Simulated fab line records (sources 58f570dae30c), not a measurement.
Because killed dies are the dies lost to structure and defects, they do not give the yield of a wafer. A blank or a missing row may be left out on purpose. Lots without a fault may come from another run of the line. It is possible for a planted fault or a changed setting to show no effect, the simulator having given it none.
Which tool did it? ; flow berkeley-cmos170 ; 14 lots with 42 wafers sampled at 3 steps, on a route of 331 steps

== WHAT THE GAUGES READ, wafer by wafer ==
UCB170_CONTACT_CD_MEAS_15 targets a cd of 700 nm. Usual: cd-nm 700.0 nm, standard deviation 1.5.
lot;measured;on;cd-nm (nm);flag
L872;day 8 06:18;cd-sem-02;698.8 699.6 698.9;
L871;day 8 06:35;cd-sem-02;699.8 700.3 699.5;
L875;day 8 16:21;cd-sem-01;697.2 698.1 697.1;
L876;day 8 16:42;cd-sem-01;698.3 699.7 699.9;
L873;day 8 17:47;cd-sem-01;696.1 699.9 698.6;
L878;day 9 18:52;cd-sem-01;702.1 701.2 700.8;
L877;day 9 20:04;cd-sem-01;698.3 698.2 698.2;
L881;day 9 20:17;cd-sem-01;700.4 701.7 701.2;
L882;day 9 20:24;cd-sem-01;699.1 698.8 697.6;
L883;day 9 23:54;cd-sem-02;699.0 700.0 699.2;
L886;day 11 08:49;cd-sem-01;700.2 698.6 700.0;
L887;day 11 09:23;cd-sem-01;700.1 699.7 699.8;
L890;day 11 18:30;cd-sem-02;698.1 699.0 698.5;
L894;day 12 21:06;cd-sem-01;699.0 701.4 699.6;

UCB170_CONTACT_CD_MEAS_90 targets a cd of 700 nm. Usual: cd-nm 699.2 nm, standard deviation 1.9.
lot;measured;on;cd-nm (nm);flag
L872;day 8 06:44;cd-sem-02;697.7 698.8 697.9;
L871;day 8 07:04;cd-sem-02;697.3 699.1 699.1;
L875;day 8 16:48;cd-sem-01;696.4 696.8 696.1;
L876;day 8 17:07;cd-sem-01;697.5 698.6 700.8;
L873;day 8 18:13;cd-sem-01;695.1 699.2 696.8;
L878;day 9 19:17;cd-sem-02;703.5 702.3 701.2;
L877;day 9 20:32;cd-sem-01;699.4 697.1 698.6;
L881;day 9 20:42;cd-sem-01;697.0 699.7 699.8;
L882;day 9 20:49;cd-sem-02;699.1 698.7 697.2;
L883;day 10 00:20;cd-sem-02;699.2 701.1 698.0;
L886;day 11 09:14;cd-sem-02;697.7 696.2 699.1;
L887;day 11 09:49;cd-sem-01;700.4 697.1 699.9;
L890;day 11 18:56;cd-sem-01;697.9 698.9 697.3;
L894;day 12 21:31;cd-sem-01;699.5 700.8 699.6;

== WHAT TOOL EACH LOT RAN ON (gives the tool, then ch and the chambers of the sampled wafers, and finally the start) ==
lot;UCB170_CONTACT_ETCH_18
L872;rie-diel-01 ch 0,2, day 8 06:44 or earlier
L871;rie-diel-03 ch 0,1,3, day 8 07:04 or earlier
L875;rie-diel-01 ch 0,2, day 8 16:48 or earlier
L876;rie-diel-02 ch 0,3, day 8 17:07 or earlier
L873;rie-diel-01 ch 0,1,2, day 8 18:13 or earlier
L878;rie-diel-02 ch 1,2,3, day 9 19:17 or earlier
L877;rie-diel-02 ch 0,1,3, day 9 20:32 or earlier
L881;rie-diel-03 ch 0,1,3, day 9 20:42 or earlier
L882;rie-diel-01 ch 0,2,3, day 9 20:49 or earlier
L883;rie-diel-02 ch 0,1,2, day 10 00:20 or earlier
L886;rie-diel-01 ch 1,3, day 11 09:14 or earlier
L887;rie-diel-03 ch 2,3, day 11 09:49 or earlier
L890;rie-diel-01 ch 0,2,3, day 11 18:56 or earlier
L894;rie-diel-01 ch 2,3, day 12 21:31 or earlier
- UCB170_CONTACT_ETCH_18: etches PSG in CHF3/CF4/Ar, stops on TiSi2, target depth 840 nm, time 195 s.

== AS READ BY THE TOOLS THEMSELVES (means over the sampled wafers that have a number; for cases with no such wafer, the mark the record gives instead) ==
UCB170_CONTACT_ETCH_18. Usual: drypump-motor-current-A 5.7 A, standard deviation 0.36; oes-product-au 0.879 a.u., standard deviation 0.015; throttle-valve-pct 6.94 %, standard deviation 0.16.
lot;tool;drypump-motor-current-A (A);oes-product-au (a.u.);throttle-valve-pct (%);flag
L872;rie-diel-01;5.7;0.879;7.06;
L871;rie-diel-03;5.8;0.882;6.92;
L875;rie-diel-01;5.7;0.871;7.05;
L876;rie-diel-02;6.1;0.881;6.76;
L873;rie-diel-01;5.5;0.870;6.94;
L878;rie-diel-02;5.9;0.875;6.92;
L877;rie-diel-02;6.1;0.877;6.87;
L881;rie-diel-03;5.8;0.882;6.92;
L882;rie-diel-01;5.5;0.873;7.07;
L883;rie-diel-02;5.8;0.875;6.96;
L886;rie-diel-01;5.1;0.873;6.87;
L887;rie-diel-03;5.7;0.876;7.06;
L890;rie-diel-01;5.5;0.870;7.07;
L894;rie-diel-01;5.4;0.881;7.08;

== THE ANSWER, worked out from the rows above alone ==
Rule: a lot counts as off when the mean over its wafers that have a number is more than 3 standard deviations away from the usual mean. A lot without any number at a reading at which 4 lots or more have one is off too. The other lots that the step has rows for count as sound. After the gauges, taken in route order, come the tools' own readings; for these a lot's mean is taken, as printed above. At the first step where some lot is off, the reading lying furthest off is the one used; lots without a number count as furthest.
No lot is off at any reading shown: from this, nothing can be told.

== WHAT HAD BEEN PUT IN BY THE SIMULATOR ==
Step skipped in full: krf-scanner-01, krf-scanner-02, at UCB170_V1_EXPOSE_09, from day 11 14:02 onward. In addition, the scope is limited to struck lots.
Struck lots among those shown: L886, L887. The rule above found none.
